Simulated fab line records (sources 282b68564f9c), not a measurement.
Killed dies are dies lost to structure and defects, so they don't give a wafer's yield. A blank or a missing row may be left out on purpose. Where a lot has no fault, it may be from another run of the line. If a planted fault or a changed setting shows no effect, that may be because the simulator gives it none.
Code-filled problem report in 8D (eight disciplines) form ; flow rit cmos ; the parts of the form that need people (team, actions taken, sign-off) are left out

== 1. WHAT IS WRONG ==
Mean NSD_TW at RIT_NSD_TW_MEAS_10: 30 over 6 wafers in 2 lots; fault-free wafers: 3149, standard deviation 21. So: -99 or more standard deviations from the usual mean.
First observed at day 4 06:40: wafer L498.1, on film metro-02. The record holds 42 wafers of 14 lots with a number at this step. Rule for "out", or "out of limits": more than 4 standard deviations from the usual mean. Any other wafer with a number is counted as sound.

== 2. WHAT IT IS, WHAT IT ISN'T ==
question;is;is not
which readings at this step;NSD_TW;-
which lots;L498, L502;L492, L493, L494, L495, L496, L497, L500, L508, L509, L510, L512, L513
which wafers of those lots;all that have a number;-
read on which gauges;film metro-02;film metro-03, film metro-04
when;from day 4 06:40;"up to then (18 sound wafers); but 18 sound wafers of L500, L508, L509, L510, L512, L513 came after"

== 3. WHAT RULES OUT EACH SUSPECT ==
Counting: a tool at a process step up to the reading stays a suspect if it ran every lot that is out and no sound lot after the first of them.
- the gauge at RIT_NSD_TW_MEAS_10: kept. All the wafers that are out were read on film metro-02, and no step on other tools shows them out.
- litho track-01 at RIT_NSD_DEVELOP_05 (develop time 50 s): kept. It ran every lot that is out, first L498 (day 4 06:00), and no sound lot after that; its last sound lot up to then is L496 (day 3 18:00).
Left after counting: litho track-01 at RIT_NSD_DEVELOP_05, film metro-02 at RIT_NSD_TW_MEAS_10.

== 4. THE CAUSE (what the simulator had put in) ==
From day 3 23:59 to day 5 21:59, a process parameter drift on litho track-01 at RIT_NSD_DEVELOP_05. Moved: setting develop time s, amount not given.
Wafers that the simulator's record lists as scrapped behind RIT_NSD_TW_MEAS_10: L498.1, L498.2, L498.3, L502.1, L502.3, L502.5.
Of the 2 suspects that counting leaves, this tool is one.

== 5. THE CHAIN OF EFFECTS, in route order ==
Each row: a reading where the mean over the struck wafers with a number is more than 3 standard deviations away from the usual. Readings are gone through only where the record gives a usual standard deviation; hours: the median, over the lots, of the time from a lot's start at the first step in this table giving one to that lot's start at this step; sigmas: the change measured in usual standard deviations.
hours;step;reading;usual;on struck wafers;change;sigmas
0;RIT_NSD_TW_MEAS_10;NSD_TW;3149;30;-3119;-99 or more

== 6. HOW IT WOULD HAVE BEEN CAUGHT EARLIER ==
Counted from the fault's start at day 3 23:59, it took 7 hours until the first out-of-limits reading at a measuring or inspecting step in this record, taken at day 4 06:40.
Of the lots that are out (2), L502 began RIT_NSD_DEVELOP_05 on litho track-01 after day 4 06:40. Holding the tool at that time would have saved it.
